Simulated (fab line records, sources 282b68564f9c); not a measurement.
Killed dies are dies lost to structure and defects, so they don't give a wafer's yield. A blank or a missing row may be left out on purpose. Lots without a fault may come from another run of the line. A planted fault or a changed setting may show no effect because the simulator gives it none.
fab line records | flow rit_cmos
record lots=5 wafers=15 last_day=6
route steps=202 shown CONTACT@179 M1@184
lots that met no fault: from a run of the same line without faults
start_h: hours from the record's first day to the start of the lot's first wafer shown | wait_h: hours since the lot's step before | " the same as in the row above | L1.1+2: a row that stands for several wafers | - no value, or no start given | * or withheld: withheld | < > ~ a bound
route shown NAME@n: a module of which the file shows steps, and the number in the route of the first | usual: mean/standard deviation of fault-free wafers | same: alike in all rows | chamber/n: place in a boat | sites: the reading at each site | _std_site: their standard deviation | _edge_site: outer sites' mean less inner sites' | radius_mm: how far each site lies from the wafer's centre | mask NAME#n: copy n | behind: the tool/chamber that last shaped the wafer | hold: why the lot was held/for how many hours/how that ended | device: the transistor (n, p or np) that didn't switch | end of line: the same wafers' tests at the end of the route | a step without rows: its recipe alone | killed: dies lost to structure and defects at the first sort, not the wafer's yield | map: a wafer's dies, x killed, . not, _ none there
set.NAME: the setting as run; set.NAME@STEP: as run at that earlier step | model.NAME: the simulator's own value behind a step, which no gauge read
lots at some steps of the route; a table a step, a row a wafer
services: from which hour (start_h, from the record's first day; less than 0 if before it) a tool's chamber was out of use, for how many hours, and why
## steps
# step RIT_CONTACT_ETCH_11
# recipe target_depth_a=4800 over_etch_frac=0.2 stop_on=TiSi2 chemistry=CHF3/CF4/Ar target=SiO2 CHF3_flow_sccm=50 cf4_flow_sccm=10 Ar_flow_sccm=100 O2_flow_sccm=5 pressure_mtorr=100 rf_w=200 time_s=320
# usual CHF3_flow_sccm=50.01/0.14 drypump_motor_current_A=5.91/0.26 oes_product_au=0.992/0.012 throttle_valve_pct=8.84/0.12
# columns lot.wafer tool chamber start_h wait_h CHF3_flow_sccm drypump_motor_current_A oes_product_au rf_hours_counter_h throttle_valve_pct
L077.2 rie_diel-01 3 65.96 0.1 50.10 5.77 0.985 66 8.89
L077.3 " 2 " " 50.27 5.80 0.995 7 8.96
L077.5 " 0 " " 49.97 6.28 1.019 - 8.76
L080.1 rie_diel-03 1 82.06 0.1 49.80 5.72 0.987 39 9.09
L080.2 " 3 " " 50.00 5.78 1.002 6 8.69
L080.5 " 3 " " 50.00 5.76 0.994 - 8.69
L089.4 rie_diel-01 2 126.13 0.1 50.17 5.81 0.995 9 8.94
L089.5 " 2 " " 50.13 5.81 0.983 - 8.93
L089.6 " 1 " " 50.09 6.23 0.967 - 8.71
L091.1 rie_diel-04 1 139.19 0.1 50.01 5.96 0.991 4 8.90
L091.3 " 3 " " 50.11 5.57 0.995 9 8.83
L091.5 " 0 " " 49.88 5.54 1.009 - 8.82
L092.1 rie_diel-01 1 143.36 0.1 49.84 6.25 0.969 6 8.71
L092.2 " 0 " " 49.99 6.24 1.023 27 8.77
L092.6 " 3 " " 50.11 5.82 0.993 - 8.89
# step RIT_CONTACT_STRIP_12
# recipe chemistry=O2 time_s=180 resist=NOVOLAK platen_temp_c=withheld power_w=500 pressure_mtorr=4000 o2_flow_sccm=4000
# usual drypump_motor_current_A=5.91/0.29 o2_flow_sccm=3999/12
# columns lot.wafer tool chamber start_h wait_h drypump_motor_current_A o2_flow_sccm rf_hours_counter_h
L077.2 plasma_asher-02 0 66.16 0.1 5.99 4017 44
L077.3 " 0 " " 5.96 4004 -
L077.5 " 0 " " 5.97 4008 -
L080.1 plasma_asher-02 1 82.25 0.1 6.05 3994 46
L080.2 " 0 " " 5.96 3979 46
L080.5 " 1 " " 6.10 3998 -
L089.4 plasma_asher-03 1 126.38 0.2 5.71 3989 -
L089.5 " 0 " " 6.11 3980 -
L089.6 " 1 " " 5.72 3968 -
L091.1 plasma_asher-02 1 139.39 0.1 6.04 4013 52
L091.3 " 1 " " 6.06 4002 -
L091.5 " 0 " " 6.00 3992 -
L092.1 plasma_asher-02 1 143.56 0.1 6.06 3994 52
L092.2 " 0 " " 5.97 3988 52
L092.6 " 1 " " 6.05 3991 -
# step RIT_CONTACT_CD_MEAS_90
# recipe target_cd_nm=1000
# usual cd_nm=1000.7/2.1
# columns lot.wafer tool chamber start_h wait_h cd_nm
L077.2 cd_sem-01 - 66.35 0.1 997.5
L077.3 " - " " 997.8
L077.5 " - " " 997.6
L080.1 cd_sem-02 - 82.43 0.1 1003.2
L080.2 " - " " 1004.1
L080.5 " - " " 1003.0
L089.4 cd_sem-02 - 126.56 0.1 1002.0
L089.5 " - " " 1001.2
L089.6 " - " " 1002.0
L091.1 cd_sem-02 - 139.56 0.1 1000.3
L091.3 " - " " 1003.3
L091.5 " - " " 1002.0
L092.1 cd_sem-01 - 143.73 0.1 998.1
L092.2 " - " " 1003.3
L092.6 " - " " 998.6
# step RIT_CONTACT_CLEAN_13
# recipe chemistry=SC1 mix=3:3:50 time_s=600 temp_c=75
# columns lot.wafer tool chamber start_h wait_h
L077.2+3+5 wet_bench-01 3 66.45 0.1
L080.1+2+5 wet_bench-01 1 82.55 0.1
L089.4+5+6 wet_bench-02 0 126.62 0.0
L091.1+3+5 wet_bench-02 3 139.68 0.1
L092.1+2+6 wet_bench-04 0 143.85 0.1
# step RIT_CONTACT_CLEAN_14
# recipe chemistry=SC2 mix=3:3:50 time_s=600 temp_c=75 dry=n2_spin
# columns lot.wafer tool chamber start_h wait_h
L077.2+3+5 wet_bench-02 2 66.63 0.0
L080.1+2+5 wet_bench-02 1 82.72 0.0
L089.4+5+6 wet_bench-01 0 126.85 0.0
L091.1+3+5 wet_bench-04 2 139.87 0.0
L092.1+2+6 wet_bench-02 0 144.03 0.0
# step RIT_M1_SPUTTER_00
# recipe material=Al target_thk_nm=400 power_w=2000 chamber_pressure_pa=0.4 gas=Ar time_s=500 substrate_temp_c=25
# usual throttle_valve_pct=29.8/0.92
# columns lot.wafer tool chamber start_h wait_h throttle_valve_pct
L077.2 pvd_sputter-03 - 66.82 0.0 29.4
L077.3 " - " " 30.4
L077.5 " - " " 29.3
L080.1 pvd_sputter-02 - 82.91 0.0 30.7
L080.2 " - " " 28.6
L080.5 " - " " 30.9
L089.4 pvd_sputter-03 - 127.02 0.0 31.1
L089.5 " - " " 29.5
L089.6 " - " " 31.1
L091.1 pvd_sputter-03 - 140.05 0.0 29.5
L091.3 " - " " 30.2
L091.5 " - " " 31.1
L092.1 pvd_sputter-02 - 144.22 0.0 29.0
L092.2 " - " " 30.4
L092.6 " - " " 30.0
# step RIT_M1_RS_MEAS_01
# recipe thk_meas_gauge=four-point-probe reads=Al_of_M1_SPUTTER_00
# usual M1_AL_RS=0.0735/0.00066
# columns lot.wafer tool chamber start_h wait_h M1_AL_RS[ohm/sq]
L077.2 film_metro-01 - 67.13 0.2 0.0730
L077.3 " - " " 0.0735
L077.5 " - " " 0.0731
L080.1 film_metro-03 - 83.21 0.1 0.0742
L080.2 " - " " 0.0739
L080.5 " - " " 0.0730
L089.4 film_metro-01 - 127.38 0.2 0.0728
L089.5 " - " " 0.0739
L089.6 " - " " 0.0733
L091.1 film_metro-01 - 140.34 0.1 0.0737
L091.3 " - " " 0.0735
L091.5 " - " " 0.0728
L092.1 film_metro-01 - 144.51 0.1 0.0738
L092.2 " - " " 0.0728
L092.6 " - " " 0.0740
# step RIT_M1_THK_MEAS_02
# recipe thk_meas_gauge=xrf reads=Al_of_M1_SPUTTER_00
# usual M1_AL_THK=395/4
# columns lot.wafer tool chamber start_h wait_h M1_AL_THK[nm]
L077.2 film_metro-01 - 67.24 0.1 401
L077.3 " - " " 397
L077.5 " - " " 398
L080.1 film_metro-03 - 83.33 0.1 390
L080.2 " - " " 390
L080.5 " - " " 394
L089.4 film_metro-01 - 127.47 0.1 400
L089.5 " - " " 392
L089.6 " - " " 397
L091.1 film_metro-01 - 140.46 0.1 392
L091.3 " - " " 395
L091.5 " - " " 399
L092.1 film_metro-01 - 144.63 0.1 388
L092.2 " - " " 397
L092.6 " - " " 386
# step RIT_M1_HMDS_03
# recipe prime_time_s=60 prime_temp_c=140
# columns lot.wafer tool chamber start_h wait_h
L077.2+3+5 litho_track-02 0 67.32 0.1
L080.1+2+5 litho_track-02 0 83.39 0.1
L089.4+5+6 litho_track-01 0 127.57 0.1
L091.1+3+5 litho_track-01 0 140.52 0.1
L092.1+2+6 litho_track-02 0 144.69 0.1
# step RIT_M1_COAT_04
# recipe resist=NOVOLAK spin_rpm=2000 resist_thk_nm=1300
# columns lot.wafer tool chamber start_h wait_h
L077.2+3+5 litho_track-02 0 67.47 0.1
L080.1+2+5 litho_track-02 0 83.54 0.1
L089.4+5+6 litho_track-01 0 127.72 0.1
L091.1+3+5 litho_track-01 0 140.67 0.1
L092.1+2+6 litho_track-02 0 144.84 0.1
# step RIT_M1_SOFTBAKE_05
# recipe resist=NOVOLAK temp_c=90 time_s=60
# usual heater_power_total_W=34.56/0.048
# columns lot.wafer tool chamber start_h wait_h heater_power_total_W
L077.2 litho_track-02 0 67.62 0.1 34.62
L077.3 " 0 " " 34.62
L077.5 " 0 " " 34.55
L080.1 litho_track-02 0 83.69 0.1 34.53
L080.2 " 0 " " 34.61
L080.5 " 0 " " 34.51
L089.4 litho_track-01 0 127.87 0.1 34.51
L089.5 " 0 " " 34.58
L089.6 " 0 " " 34.62
L091.1 litho_track-01 0 140.82 0.1 34.50
L091.3 " 0 " " 34.61
L091.5 " 0 " " 34.54
L092.1 litho_track-02 0 144.99 0.1 34.49
L092.2 " 0 " " 34.63
L092.6 " 0 " " 34.62
# step RIT_M1_EXPOSE_06
# recipe mask_id=M12 na=0.6 source_shape=conventional sigma_outer=0.5 target_cd_nm=2600 dose_mj=250
# same na=0.6
# columns lot.wafer tool chamber start_h wait_h mask
L077.2+3+5 iline_stepper-02 0 67.89 0.2 M12#0
L080.1+2+5 iline_stepper-01 0 83.96 0.2 M12#0
L089.4+5+6 iline_stepper-02 0 128.13 0.2 M12#0
L091.1+3+5 iline_stepper-01 0 141.10 0.2 M12#0
L092.1+2+6 iline_stepper-01 0 145.14 0.1 M12#0
# step RIT_M1_PEB_07
# recipe resist=NOVOLAK temp_c=withheld time_s=withheld
# columns lot.wafer tool chamber start_h wait_h
L077.2+3+5 litho_track-01 0 68.01 0.1
L080.1+2+5 litho_track-03 0 84.08 0.1
L089.4+5+6 litho_track-02 0 128.26 0.1
L091.1+3+5 litho_track-02 0 141.37 0.3
L092.1+2+6 litho_track-01 0 145.26 0.1
# step RIT_M1_DEVELOP_08
# recipe resist=NOVOLAK develop_time_s=68 dev_temp_c=23
# columns lot.wafer tool chamber start_h wait_h
L077.2+3+5 litho_track-01 0 - -
L080.1+2+5 litho_track-03 0 - -
L089.4+5+6 litho_track-02 0 - -
L091.1+3+5 litho_track-02 0 - -
L092.1+2+6 litho_track-01 0 - -
# step RIT_M1_CD_MEAS_09
# recipe target_cd_nm=2600
# usual cd_nm=2600.1/2.3
# columns lot.wafer tool chamber start_h wait_h cd_nm
L077.2 cd_sem-01 - 68.32 - 2603.7
L077.3 " - " " 2603.7
L077.5 " - " " 2601.4
L080.1 cd_sem-01 - 84.39 - 2598.2
L080.2 " - " " 2598.2
L080.5 " - " " 2599.0
L089.4 cd_sem-01 - 128.56 - 2595.6
L089.5 " - " " 2596.5
L089.6 " - " " 2596.9
L091.1 cd_sem-02 - 141.69 - 2605.2
L091.3 " - " " 2603.6
L091.5 " - " " 2603.8
L092.1 cd_sem-02 - 145.57 - 2602.2
L092.2 " - " " 2601.1
L092.6 " - " " 2600.8
# step RIT_M1_OVL_MEAS_10
# usual M1_OVL=0.5/1.5
# columns lot.wafer tool chamber start_h wait_h M1_OVL[nm]
L077.2 overlay-02 - 68.42 0.1 0.8
L077.3 " - " " -0.2
L077.5 " - " " -2.3
L080.1 overlay-01 - 84.51 0.1 0.9
L080.2 " - " " 0.7
L080.5 " - " " 0.3
L089.4 overlay-02 - 128.64 0.1 0.5
L089.5 " - " " -1.7
L089.6 " - " " -1.3
L091.1 overlay-01 - 141.84 0.1 0.7
L091.3 " - " " -0.1
L091.5 " - " " -0.1
L092.1 overlay-01 - 145.73 0.1 0.7
L092.2 " - " " 0.4
L092.6 " - " " -1.3
# step RIT_M1_HARDBAKE_11
# recipe resist=NOVOLAK temp_c=140 time_s=120
# usual heater_power_total_W=52.03/0.058
# columns lot.wafer tool chamber start_h wait_h heater_power_total_W
L077.2 litho_track-02 0 68.50 0.1 51.98
L077.3 " 0 " " 51.99
L077.5 " 0 " " 51.96
L080.1 litho_track-02 0 84.55 0.0 52.12
L080.2 " 0 " " 52.02
L080.5 " 0 " " 52.04
L089.4 litho_track-03 0 128.78 0.1 51.93
L089.5 " 0 " " 52.06
L089.6 " 0 " " 51.95
L091.1 litho_track-03 0 141.88 0.0 52.02
L091.3 " 0 " " 51.96
L091.5 " 0 " " 51.97
L092.1 litho_track-01 0 145.88 0.1 52.07
L092.2 " 0 " " 52.04
L092.6 " 0 " " 52.00
# step RIT_M1_METAL_ETCH_12
# recipe stop_on=SiO2 chemistry=Cl2/BCl3 target=Al time_s=165 over_etch_frac=0.5 pressure_mtorr=100 target_depth_a=6000 rf_w=242.8 Cl2_flow_sccm=60 bcl3_flow_sccm=50
# usual drypump_motor_current_A=5.6/0.53 mfc_cl2_sccm=60.00/0.18 oes_product_au=0.777/0.011 throttle_valve_pct=8.29/0.096
# columns lot.wafer tool chamber start_h wait_h drypump_motor_current_A mfc_cl2_sccm oes_product_au rf_hours_counter_h throttle_valve_pct
L077.2 rie_metal-03 0 68.70 0.2 6.2 59.64 0.774 2 8.22
L077.3 " 1 " " 5.3 59.88 0.773 - 8.18
L077.5 " 1 " " 5.3 60.22 0.771 - 8.17
L080.1 rie_metal-03 0 84.80 0.2 6.2 60.35 0.759 2 8.24
L080.2 " 1 " " 5.3 60.10 0.771 3 8.17
L080.5 " 0 " " 6.2 60.11 0.770 - 8.23
L089.4 rie_metal-03 1 128.96 0.1 5.3 60.28 0.773 - 8.17
L089.5 " 0 " " 6.2 59.97 0.765 - 8.23
L089.6 " 1 " " 5.3 59.80 0.768 - 8.17
L091.1 rie_metal-02 0 142.13 0.2 5.6 59.93 0.780 2 8.48
L091.3 " 1 " " 6.2 59.70 0.786 - 8.30
L091.5 " 0 " " 5.5 59.97 0.783 - 8.47
L092.1 rie_metal-03 1 146.13 0.2 5.3 59.81 0.762 4 8.17
L092.2 " 0 " " 6.2 60.15 0.770 3 8.24
L092.6 " 0 " " 6.2 59.95 0.763 - 8.24
# step RIT_M1_STRIP_13
# recipe chemistry=nmp resist=NOVOLAK temp_c=80 time_s=600 dry=n2_spin
# columns lot.wafer tool chamber start_h wait_h
L077.2+3+5 wet_bench-04 0 68.87 0.1
L080.1+2+5 wet_bench-01 0 84.96 0.1
L089.4+5+6 wet_bench-01 0 129.07 0.1
L091.1+3+5 wet_bench-01 0 142.29 0.1
L092.1+2+6 wet_bench-03 0 146.29 0.1
# step RIT_M1_STRIP_14
# recipe chemistry=O2 time_s=180 platen_temp_c=withheld power_w=500 pressure_mtorr=4000 o2_flow_sccm=4000
# usual drypump_motor_current_A=5.8/0.42 o2_flow_sccm=4000/12
# columns lot.wafer tool chamber start_h wait_h drypump_motor_current_A o2_flow_sccm rf_hours_counter_h
L077.2 plasma_asher-02 1 69.06 0.0 6.0 3993 44
L077.3 " 1 " " 6.0 4010 -
L077.5 " 0 " " 6.0 3988 -
L080.1 plasma_asher-01 0 85.13 0.0 6.2 3985 41
L080.2 " 1 " " 5.2 3994 41
L080.5 " 1 " " 5.2 3990 -
L089.4 plasma_asher-04 1 129.30 0.1 5.3 3998 -
L089.5 " 0 " " 6.2 3997 -
L089.6 " 1 " " 5.3 4013 -
L091.1 plasma_asher-01 1 142.46 0.0 5.2 4011 3
L091.3 " 0 " " 6.2 3995 -
L091.5 " 0 " " 6.2 4004 -
L092.1 plasma_asher-01 0 146.46 0.0 6.2 4013 3
L092.2 " 1 " " 5.2 3999 3
L092.6 " 1 " " 5.2 3989 -
# step RIT_M1_CD_MEAS_90
# recipe target_cd_nm=2600
# usual cd_nm=2601.5/3
# columns lot.wafer tool chamber start_h wait_h cd_nm
L077.2 cd_sem-02 - 69.25 0.1 2605.9
L077.3 " - " " 2606.3
L077.5 " - " " 2604.4
L080.1 cd_sem-02 - 85.31 0.1 2596.7
L080.2 " - " " 2598.3
L080.5 " - " " 2597.0
L089.4 cd_sem-01 - 129.48 0.1 2597.0
L089.5 " - " " 2597.0
L089.6 " - " " 2600.4
L091.1 cd_sem-01 - 142.64 0.1 2605.4
L091.3 " - " " 2604.0
L091.5 " - " " 2606.4
L092.1 cd_sem-02 - 146.64 0.1 2604.6
L092.2 " - " " 2602.4
L092.6 " - " " 2601.4
# step RIT_M1_ANNEAL_15
# recipe temp_c=450 time_s=1800 ambient=forming_gas_H2N2
# usual tube_center_temp_C_max=451.15/0.17
# columns lot.wafer tool chamber start_h wait_h tube_center_temp_C_max
L077.2 - - 69.35 0.1 451.14
L077.3 " - " " 451.20
L077.5 " - " " 451.24
L080.1 - - 85.43 0.1 451.30
L080.2 " - " " 451.10
L080.5 " - " " 451.16
L089.4 - - 129.54 0.0 451.33
L089.5 " - " " 451.23
L089.6 " - " " 451.01
L091.1 - - 144.72 2.1 451.08
L091.3 " - " " 451.31
L091.5 " - " " 451.03
L092.1 - - 146.76 0.1 451.26
L092.2 " - " " 451.64
L092.6 " - " " 450.89
# step RIT_M1_BOW_MEAS_16
# recipe mode=bow
# usual M1_BOW=17/7
# columns lot.wafer tool chamber start_h wait_h M1_BOW[um]
L077.2 film_metro-02 - 70.87 0.0 12
L077.3 " - " " 11
L077.5 " - " " 25
L080.1 film_metro-01 - 86.93 0.0 11
L080.2 " - " " 22
L080.5 " - " " 8
L089.4 film_metro-03 - 131.10 0.1 15
L089.5 " - " " 17
L089.6 " - " " 11
L091.1 film_metro-02 - 146.22 0.0 25
L091.3 " - " " 17
L091.5 " - " " 17
L092.1 film_metro-01 - 148.26 0.0 21
L092.2 " - " " 13
L092.6 " - " " 20
# step RIT_M1_PROBE_99
# usual defect_limited_yield=97.6/1.1 killed_at_M0_to_M3=0.0/0.14 killed_at_contacts=0.1/0.29 killed_at_front_end=6.3/2.8 killed_dies=6.4/2.8 killed_open=3.3/1.7 killed_short=3.1/1.9 sort_bin_3_pad_short=0.1/0.23 sort_bin_5_function=1.4/0.78 sort_bin_6_memory=0.9/0.63 sort_n_pass=257.6/2.8 sort_yield_pct=97.6/1.1
# same gross_dies=264 killed_at_M4_up=0 killed_at_back_side=0 killed_at_other=0
# columns lot.wafer tool chamber start_h wait_h defect_limited_yield[%] killed_at_M0_to_M3 killed_at_contacts killed_at_front_end killed_dies killed_open killed_short sort_bin_3_pad_short[%] sort_bin_5_function[%] sort_bin_6_memory[%] sort_n_pass sort_yield_pct[%]
L077.2 prober-02 - 71.02 0.1 97.0 0 0 8 8 3 5 0 1.5 1.5 256.0 97.0
L077.3 prober-02 - 71.07 0.2 97.3 0 0 7 7 4 3 0 1.9 0.8 257.0 97.3
L077.5 prober-02 - 71.17 0.2 97.3 0 0 7 7 5 2 0 1.5 1.1 257.0 97.3
L080.1 prober-01 - 87.05 0.1 99.2 0 0 2 2 2 0 0 0.4 0.4 262.0 99.2
L080.2 prober-01 - 87.10 0.1 98.5 0 0 4 4 3 1 0 1.1 0.4 260.0 98.5
L080.5 prober-01 - 87.25 0.2 97.7 0 0 6 6 3 3 0.4 1.5 0.4 258.0 97.7
L089.4 prober-02 - 131.31 0.2 98.5 1 0 3 4 2 2 0 1.5 0 260.0 98.5
L089.5 prober-02 - 131.36 0.2 98.1 0 0 5 5 4 1 0.4 0.4 1.1 259.0 98.1
L089.6 prober-02 - 131.41 0.2 97.7 0 0 6 6 2 4 0 1.9 0.4 258.0 97.7
L091.1 prober-02 - 146.34 0.1 97.3 0 0 7 7 4 3 0.4 1.5 0.8 257.0 97.3
L091.3 prober-02 - 146.44 0.2 98.5 0 0 4 4 2 2 0 0.8 0.8 260.0 98.5
L091.5 prober-02 - 146.54 0.2 98.5 0 0 4 4 2 2 0.4 0.4 0.8 260.0 98.5
L092.1 prober-01 - 148.38 0.1 98.5 0 0 4 4 2 2 0 0.8 0.8 260.0 98.5
L092.2 prober-01 - 148.43 0.1 98.5 0 0 4 4 2 2 0.4 0.8 0.4 260.0 98.5
L092.6 prober-01 - 148.63 0.2 97.0 0 1 7 8 4 4 0 2.3 0.8 256.0 97.0
# killed by level:class
L077.2 GATE:geometric_particle:short=2 GATE:geometric_particle:open=2 FOX1:geometric_particle:short=1 REOX:geometric_particle:short=1 SILICIDE:geometric_particle:short=1 SILICIDE:geometric_particle:open=1
L077.3 GATE:geometric_particle:short=2 SPACER:geometric_particle:open=2 FOX1:geometric_particle:open=1 GATE:geometric_particle:open=1 SPACER:geometric_particle:short=1
L077.5 GATE:geometric_particle:open=3 FOX2:geometric_particle:short=1 SPACER:geometric_particle:open=1 SILICIDE:geometric_particle:open=1 SILICIDE:geometric_particle:short=1
L080.1 GATE:geometric_particle:open=1 SILICIDE:geometric_particle:open=1
L080.2 FOX2:geometric_particle:open=2 GATE:geometric_particle:short=1 REOX:geometric_particle:open=1
L080.5 GATE:geometric_particle:short=2 FOX1:geometric_particle:short=1 FOX2:geometric_particle:open=1 SPACER:geometric_particle:open=1 SILICIDE:geometric_particle:open=1
L089.4 GATE:geometric_particle:short=1 GATE:geometric_particle:open=1 SPACER:geometric_particle:open=1 M1:geometric_particle:short=1
L089.5 SILICIDE:geometric_particle:open=2 FOX2:geometric_particle:open=1 GATE:geometric_particle:open=1 GATE:geometric_particle:short=1
L089.6 GATE:geometric_particle:short=4 FOX2:geometric_particle:open=1 GATE:geometric_particle:open=1
L091.1 FOX1:geometric_particle:short=2 GATE:geometric_particle:open=2 FOX2:geometric_particle:short=1 FOX2:geometric_particle:open=1 SILICIDE:geometric_particle:open=1
L091.3 ACTIVE:geometric_particle:open=1 GATE:geometric_particle:short=1 GATE:geometric_particle:open=1 SPACER:geometric_particle:short=1
L091.5 GATE:geometric_particle:short=2 GATE:geometric_particle:open=1 SILICIDE:geometric_particle:open=1
L092.1 FOX2:geometric_particle:open=1 GATE:geometric_particle:short=1 GATE:geometric_particle:open=1 SILICIDE:geometric_particle:short=1
L092.2 FOX2:geometric_particle:open=2 GATE:geometric_particle:short=2
L092.6 GATE:geometric_particle:open=2 FOX2:geometric_particle:open=1 FOX2:geometric_particle:short=1 GATE:geometric_particle:short=1 REOX:geometric_particle:short=1 SPACER:geometric_particle:short=1 CONTACT:geometric_particle:open=1
## services
# columns tool chamber start_h hours kind
rie_diel-04 2 71.33 - clean
rie_diel-04 2 71.33 14.6 scheduled_down
rie_diel-04 2 71.33 14.6 vent_cycle
plasma_asher-03 - 71.77 2.8 pm
rie_diel-04 3 77.90 5.4 repair
plasma_asher-04 - 83.19 3.2 repair
iline_stepper-02 0 94.44 - calibration
furnace-04 - 97.50 3.9 pm
rie_diel-03 - 105.71 4.3 pm
plasma_asher-01 - 108.75 9.0 pm
plasma_asher-01 0 108.75 9.0 vent_cycle
plasma_asher-01 1 108.75 9.0 vent_cycle
plasma_asher-01 0 117.75 - clean
plasma_asher-01 1 117.75 - clean
furnace-04 - 132.91 13.1 pm
rie_metal-03 - 135.30 1.4 pm
plasma_asher-04 - 139.44 1.2 repair
pvd_sputter-03 - 140.72 5.2 repair
## key
fault none
